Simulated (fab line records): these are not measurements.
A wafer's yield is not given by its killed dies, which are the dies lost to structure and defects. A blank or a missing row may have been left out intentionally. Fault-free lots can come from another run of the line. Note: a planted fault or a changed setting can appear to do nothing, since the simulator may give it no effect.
Which tool is to blame? + flow berkeley_cmos170 + 14 lots with 42 wafers sampled at 2 steps, on a route of 331 steps

WHAT EACH GAUGE READ, for each wafer
UCB170_M2_OVL_MEAS_16. Usual: M2_OVL gives -5 nm (standard deviation 5.4).
| lot  | measured     | on         | M2_OVL (nm) | flag |
|------|--------------|------------|-------------|------|
| L247 | day 7 19:07  | overlay-01 | -3 -4 -2    |      |
| L246 | day 7 19:53  | overlay-02 | -5 -6 -7    |      |
| L249 | day 8 00:06  | overlay-01 | -7 -2 0     |      |
| L248 | day 8 00:28  | overlay-02 | -11 -11 -12 |      |
| L251 | day 8 22:31  | overlay-02 | -11 -5 -10  |      |
| L255 | day 10 01:30 | overlay-01 | -8 -7 2     |      |
| L259 | day 10 12:23 | overlay-01 | 8 -2 -1     |      |
| L261 | day 11 02:43 | overlay-01 | -2 -4 -3    |      |
| L263 | day 11 05:34 | overlay-01 | -6 -2 -2    |      |
| L265 | day 12 01:49 | overlay-02 | 4 -5 -2     |      |
| L266 | day 12 02:14 | overlay-02 | -5 -10 -10  |      |
| L268 | day 12 05:26 | overlay-01 | -4 -5 -8    |      |
| L267 | day 12 14:18 | overlay-01 | -3 -7 -1    |      |
| L269 | day 13 05:17 | overlay-01 | -14 -16 -7  |      |

UCB170_V2_THK_MEAS_01. Usual: V2_TEOS_THK gives 2000 nm (standard deviation 30).
| lot  | measured     | on            | V2_TEOS_THK (nm) | flag |
|------|--------------|---------------|------------------|------|
| L247 | day 7 19:47  | film_metro-04 | 2004 2043 2019   |      |
| L246 | day 7 20:43  | film_metro-01 | 2004 2041 2034   |      |
| L249 | day 8 00:44  | film_metro-01 | 1948 2005 2021   |      |
| L248 | day 8 01:07  | film_metro-01 | 1965 2011 2001   |      |
| L251 | day 8 23:10  | film_metro-04 | 1982 1979 2000   |      |
| L255 | day 10 02:10 | film_metro-02 | 1985 1959 1960   |      |
| L259 | day 10 13:02 | film_metro-02 | 1956 2002 2014   |      |
| L261 | day 11 03:22 | film_metro-04 | 1989 1984 1993   |      |
| L263 | day 11 06:12 | film_metro-04 | 2038 2017 2052   |      |
| L265 | day 12 02:28 | film_metro-01 | 1994 1994 2014   |      |
| L266 | day 12 02:53 | film_metro-04 | 1975 1996 1989   |      |
| L268 | day 12 06:05 | film_metro-04 | 1977 2018 2045   |      |
| L267 | day 12 15:02 | film_metro-02 | 2013 2037 2027   |      |
| L269 | day 13 05:56 | film_metro-01 | 1980 1959 2022   |      |

WHICH TOOL RAN EACH LOT (tool, then ch and the chambers of the sampled wafers, then the start)
No process step before these readings appears in the record.

AS READ BY THE TOOLS THEMSELVES (means over the sampled wafers that have a number; for cases with no such wafer, the mark the record gives instead)
The record holds no such reading with a usual standard deviation.

THE ANSWER, worked out from the rows above alone
Rule: a lot is off if the mean of its wafers that have a number lies more than 3 standard deviations from the usual mean. Also off: a lot with no number at a reading for which 4 or more lots have one. Any other lot the step has rows for is counted as sound. Order of review: gauges by route order, followed by the tools' own readings, for which a lot's mean as printed above is used. At the first step where some lot is off, the reading lying furthest off is the one used; lots without a number count as furthest.
No lot is off at any reading shown: from this, nothing can be told.

WHAT THE SIMULATOR HAD INSERTED
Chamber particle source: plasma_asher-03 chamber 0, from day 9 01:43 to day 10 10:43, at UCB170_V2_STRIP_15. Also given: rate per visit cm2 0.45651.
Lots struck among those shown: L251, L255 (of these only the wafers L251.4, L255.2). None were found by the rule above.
